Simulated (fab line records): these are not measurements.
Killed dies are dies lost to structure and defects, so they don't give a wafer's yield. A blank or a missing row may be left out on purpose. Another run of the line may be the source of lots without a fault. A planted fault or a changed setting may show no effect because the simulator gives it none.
Code-filled problem report in 8D (eight disciplines) form	flow rit cmos	the parts of the form that need people (team, actions taken, sign-off) are left out

== 1. WHAT IS WRONG ==
Wafers without a fault read 450 C, standard deviation 0.043; tube center temp C at RIT_M1_ANNEAL_15 reads a mean of 390 C on 9 wafers belonging to 3 lots. That is -99 or more standard deviations from the usual mean.
The step: time 1842 s.
First observed at day 6 10:05: wafer L391.4, on furnace-02. Wafers with a number at this step in the record: 30, from 10 lots. The rule behind "out" and "out of limits": a value lying over 4 standard deviations away from the usual mean. All remaining wafers that have a number are taken as sound.

== 2. WHAT THIS IS AND IS NOT ==
question	is	is not
which readings at this step	tube center temp C, spike tc centre C, spike tc load C, spike tc source C, tube_center_temp_C_max, zone power centre pct, zone power load pct, zone power source pct	-
which lots	L391, L392, L393	L379, L380, L381, L382, L383, L389, L390
which wafers of those lots	all that have a number	-
read on which tools	furnace-02	-
when	from day 6 10:05	up to then (21 sound wafers)

== 3. SUSPECTS, AND WHAT RULES EACH OUT ==
Counting: a tool at a process step up to the reading stays a suspect if it ran every lot that is out and no sound lot after the first of them.
- furnace-02 at RIT_M1_ANNEAL_15 (time 1842 s): kept. It ran every lot that is out, first L391 (day 6 10:05), and no sound lot after that; its last sound lot up to then is L390 (day 5 20:59). On those wafers its own readings are out: spike tc centre C, spike tc load C, spike tc source C, tube center temp C, tube_center_temp_C_max, zone power centre pct, zone power load pct, zone power source pct.
The count leaves furnace-02 at RIT_M1_ANNEAL_15.

== 4. THE CAUSE (what the simulator had put in) ==
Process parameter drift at RIT_M1_ANNEAL_15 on furnace-02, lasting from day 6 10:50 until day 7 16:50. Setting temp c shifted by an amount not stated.
The count eliminated every tool but this one.

== 5. THE CHAIN OF EFFECTS, in route order ==
One row per reading whose mean, taken over the struck wafers that have a number, lies over 3 standard deviations from the usual. Scope: only readings with a usual standard deviation given in the record; hours: median across lots of the time from each lot's start at the first step in this table that gives one to its start at this step; sigmas: change in usual standard deviations.
hours	step	reading	usual	on struck wafers	change	sigmas
0	RIT_M1_ANNEAL_15	spike tc centre C	451.4 C	391.3	-60.1	-61
0	RIT_M1_ANNEAL_15	spike tc load C	471.7 C	410.8	-60.9	-61
0	RIT_M1_ANNEAL_15	spike tc source C	466.3 C	405.6	-60.7	-67
0	RIT_M1_ANNEAL_15	tube center temp C	450 C	390	-60	-99 or more
0	RIT_M1_ANNEAL_15	tube_center_temp_C_max	451.18	391.12	-60.06	-99 or more
0	RIT_M1_ANNEAL_15	zone power centre pct	20.20 %	17.14	-3.06	-13
0	RIT_M1_ANNEAL_15	zone power load pct	6.30 %	4.96	-1.34	-21
0	RIT_M1_ANNEAL_15	zone power source pct	8.03 %	6.30	-1.73	-22
Its process steps:
- RIT_M1_ANNEAL_15: time 1842 s.

== 6. WHAT WOULD HAVE CAUGHT IT SOONER ==
In this record the first reading out of limits was taken at day 6 10:05.
